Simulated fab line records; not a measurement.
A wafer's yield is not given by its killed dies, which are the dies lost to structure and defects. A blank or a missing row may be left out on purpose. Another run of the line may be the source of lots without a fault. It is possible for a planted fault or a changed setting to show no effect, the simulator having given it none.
fab line records	flow rit_cmos
record: lots: 14	wafers: 42	last_day: 7
route steps=202 shown PRETRO@65
lots that met no fault: taken from a fault-free run of the same line
start_h: start of the lot's first displayed wafer, in hours after the record's first day	wait_h: hours elapsed since this lot's preceding step	" same as the row above	L1.1+2: a single row standing in for several wafers	- no value, or no start was given	* or withheld: withheld	< > ~ a bound
route shown NAME@n: a module of which the file shows steps, and the number in the route of the first	usual: mean/standard deviation of fault-free wafers	same: alike in all rows	chamber/n: place in a boat	sites: readings site by site	_std_site: the standard deviation of these	_edge_site: the outer-site mean with the inner-site mean subtracted	radius_mm: how far each site lies from the wafer's centre	mask NAME#n: copy n	behind: the most recent tool/chamber to have shaped the wafer	hold: reason for holding the lot/hours on hold/outcome of the hold	device: names the non-switching transistor (n, p or np)	end of line: the tests these same wafers got at the end of their route	step lacking rows: just its recipe	killed: dies that structure and defects cost at the first sort, which is not the same as the wafer's yield	map: a wafer's dies, marking killed ones x, the rest . and places with no die _
set.NAME: the run value of the setting; set.NAME@STEP: its run value at that earlier step	model.NAME: the simulator's own value behind a step, which no gauge read
a sample of lots followed through the steps of the route, with each step as a table and each wafer as a row
== steps ==
step: RIT_PRETRO_COAT_01
recipe: resist: NOVOLAK	spin_rpm: 2000	resist_thk_nm: 1300
usual: chill_plate_temp_C: 22.97/0.12	dispense_pressure_kPa: 54/4.3
lot.wafer	tool	chamber	start_h	wait_h	chill_plate_temp_C	dispense_pressure_kPa
L814.1	litho_track-02	0	34.99	0.1	23.26	49
L814.2	"	0	"	"	23.31	49
L814.5	"	0	"	"	23.13	49
L815.3	litho_track-03	0	41.04	0.1	23.01	58
L815.4	"	0	"	"	23.11	58
L815.6	"	0	"	"	23.04	58
L817.1	litho_track-02	0	50.43	0.1	22.95	49
L817.3	"	0	"	"	23.06	49
L817.4	"	0	"	"	23.04	49
L818.1	litho_track-03	0	59.20	0.1	23.02	58
L818.2	"	0	"	"	23.12	58
L818.3	"	0	"	"	23.07	58
L819.2	litho_track-01	0	61.03	0.1	23.08	47
L819.3	"	0	"	"	22.98	47
L819.6	"	0	"	"	22.93	47
L821.1	litho_track-03	0	70.95	0.1	22.92	58
L821.5	"	0	"	"	23.06	58
L821.6	"	0	"	"	23.06	58
L824.2	litho_track-03	0	86.36	0.1	23.11	58
L824.3	"	0	"	"	22.91	58
L824.4	"	0	"	"	23.08	58
L825.1	litho_track-02	-	90.15	0.1	-	-
L825.4	"	-	"	"	-	-
L825.6	"	-	"	"	-	-
L826.1	litho_track-01	-	95.46	0.1	-	-
L826.4	"	-	"	"	-	-
L826.6	"	-	"	"	-	-
L828.2	litho_track-03	0	107.43	0.1	23.00	58
L828.3	"	0	"	"	22.94	58
L828.5	"	0	"	"	22.86	58
L829.3	litho_track-02	0	110.63	0.1	23.01	49
L829.4	"	0	"	"	22.97	49
L829.6	"	0	"	"	22.97	49
L830.1	litho_track-03	0	117.90	0.1	22.94	58
L830.3	"	0	"	"	22.92	58
L830.5	"	0	"	"	22.89	58
L835.1	litho_track-03	0	141.22	0.1	22.96	58
L835.2	"	0	"	"	22.85	58
L835.6	"	0	"	"	22.91	58
L836.1	litho_track-03	0	147.87	0.1	22.90	58
L836.3	"	0	"	"	22.80	58
L836.4	"	0	"	"	22.93	58
step: RIT_PRETRO_OVL_MEAS_06
usual: PRETRO_OVL: -1.8/1.4
lot.wafer	tool	chamber	start_h	wait_h	PRETRO_OVL[nm]
L814.1	overlay-02	-	35.93	-	0.9
L814.2	"	-	"	"	1.1
L814.5	"	-	"	"	-0.4
L815.3	overlay-02	-	41.74	-	-4.4
L815.4	"	-	"	"	-4.0
L815.6	"	-	"	"	-3.7
L817.1	overlay-02	-	51.30	-	-1.0
L817.3	"	-	"	"	-0.6
L817.4	"	-	"	"	-1.4
L818.1	overlay-01	-	59.93	-	-3.1
L818.2	"	-	"	"	-3.5
L818.3	"	-	"	"	-3.1
L819.2	overlay-01	-	61.89	-	-1.7
L819.3	"	-	"	"	-1.8
L819.6	"	-	"	"	-2.9
L821.1	overlay-02	-	71.71	-	-0.8
L821.5	"	-	"	"	-2.2
L821.6	"	-	"	"	-3.1
L824.2	overlay-01	-	87.07	-	-2.0
L824.3	"	-	"	"	-0.6
L824.4	"	-	"	"	-2.6
L825.1	overlay-01	-	91.01	-	-
L825.4	"	-	"	"	-
L825.6	"	-	"	"	-
L826.1	overlay-02	-	96.19	-	-
L826.4	"	-	"	"	-
L826.6	"	-	"	"	-
L828.2	overlay-02	-	108.14	-	-3.4
L828.3	"	-	"	"	-1.1
L828.5	"	-	"	"	-3.0
L829.3	overlay-01	-	111.45	-	0.4
L829.4	"	-	"	"	-1.4
L829.6	"	-	"	"	-1.9
L830.1	overlay-02	-	118.63	-	-1.2
L830.3	"	-	"	"	-2.8
L830.5	"	-	"	"	-2.6
L835.1	overlay-02	-	141.98	-	-3.8
L835.2	"	-	"	"	-2.1
L835.6	"	-	"	"	-2.9
L836.1	overlay-02	-	149.02	-	-3.6
L836.3	"	-	"	"	-2.4
L836.4	"	-	"	"	-2.3
== key ==
first_sign: step: RIT_PRETRO_COAT_01	reading: tool_record	direction: missing
effect: step: RIT_PRETRO_OVL_MEAS_06	reading: PRETRO_OVL	direction: missing
met_at RIT_PRETRO_COAT_01
struck_lots L825,L826
sort_left_out L825.1,L825.4,L825.6,L826.1,L826.4,L826.6
tester_left_out L825,L826
onset_between 61.03 90.15
fault: kind: skipped_step_whole	tool: litho_track-01,litho_track-02	chamber: -	onset_h: 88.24	steps: RIT_PRETRO_COAT_01	scope: struck_lots_only
tester_left_out: of these lots the tester's yield and bins aren't shown, on N5 and GAA mostly nor the transistor test; their killed dies are dies lost to structure and defects alone, not to doping, threshold or leakage, so they don't give the yield
sort_left_out: the simulated sort isn't trusted on such a fault, so these wafers' sort isn't shown, and their yield isn't known
